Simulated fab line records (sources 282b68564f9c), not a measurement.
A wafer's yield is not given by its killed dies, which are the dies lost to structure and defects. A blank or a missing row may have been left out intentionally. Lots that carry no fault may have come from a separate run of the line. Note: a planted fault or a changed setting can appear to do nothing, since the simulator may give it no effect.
Problem report in the 8D (eight disciplines) form, filled by code    flow rit cmos    the parts of the form that need people (team, actions taken, sign-off) are left out

## 1. PROBLEM STATEMENT
cd nm at RIT_M1_CD_MEAS_90 reads a mean of 2560 nm on 5 wafers of 2 lots; wafers without a fault read 2601 nm with a standard deviation of 3.7. That is -11 standard deviations from the usual mean.
The step: target cd 2600 nm.
The first sign was on wafer L224.2 at day 7 08:23, on cd sem-01. At this step, 42 wafers from 14 lots have a number in the record. Rule for "out", or "out of limits": more than 4 standard deviations from the usual mean. The other wafers with a number count as sound.

## 2. WHAT IT IS; WHAT IT IS NOT
question                     is                                      is not
which readings at this step  cd nm                                   -
which lots                   L224, L227                              L206, L207, L208, L209, L211, L212, L213, L215, L216, L221, L228, L229
which wafers of those lots   L224.2, L224.3, L224.6, L227.2, L227.3  L227.6
read on which gauges         cd sem-01                               cd sem-02
when                         from day 7 08:23                        up to then (30 sound wafers); but 7 sound wafers of L227, L228, L229 came after

## 3. THE SUSPECTS, EACH WITH WHAT RULES IT OUT
Counting: a tool at a process step up to the reading stays a suspect if it ran every lot that is out. Sound lots after the first of them don't rule it out here, since some wafers of a struck lot are sound.
- the gauge at RIT_M1_CD_MEAS_90 is ruled out. All the wafers that are out were read on cd sem-01, but those of them that RIT_M1_METAL_ETCH_12 has rows for are out there too, on other tools.
- rie metal-01 at RIT_M1_METAL_ETCH_12 (etches Al in Cl2/BCl3, stops on SiO2, time 165 s, target depth 600 nm): kept. Ran every lot that is out, first one L224 (day 7 07:51); last sound lot up to then L221 (day 6 18:25). Out on those wafers are its own readings of rf fwd power W.
- Within rie metal-01 at RIT_M1_METAL_ETCH_12: the wafers that are out ran in chamber 0; their sound lot-mates ran in chamber 1.
Remaining after the count: rie metal-01 at RIT_M1_METAL_ETCH_12.

## 4. THE CAUSE (what the simulator had put in)
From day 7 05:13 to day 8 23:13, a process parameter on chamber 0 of rie metal-01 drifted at RIT_M1_METAL_ETCH_12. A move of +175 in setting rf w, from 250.
The count eliminated every tool but this one.

## 5. THE EFFECT CHAIN, in route order
Rows list readings where the struck wafers' mean (over those with a number) sits beyond 3 standard deviations from the usual. Only readings for which the record gives a usual standard deviation are gone through. hours: the time from each lot's start at the first step in this table that gives one to its start at this step, as a median over the lots. sigmas: the change in usual standard deviations.
hours  step                  reading         usual    on struck wafers  change  sigmas
0      RIT_M1_METAL_ETCH_12  rf fwd power W  248.8 W  424.0             +175.2  +99 or more
1      RIT_M1_CD_MEAS_90     cd nm           2601 nm  2560              -41     -11
Its process steps:
- RIT_M1_METAL_ETCH_12: etches Al in Cl2/BCl3, stops on SiO2, time 165 s, target depth 600 nm.

## 6. HOW IT WOULD HAVE BEEN CAUGHT EARLIER
In this record the first reading out of limits at a measuring or inspecting step was taken at day 7 08:23, 3 hours after the fault began at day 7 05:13.
The tool's own readings at RIT_M1_METAL_ETCH_12 were out on every struck wafer that the step has a row for (rf fwd power W): an alarm limit on them would have fired on the first of those.
L227, from the lots that are out (2), started RIT_M1_METAL_ETCH_12 on rie metal-01 later than day 7 08:23. Had the tool been put on hold then, it would have been spared.
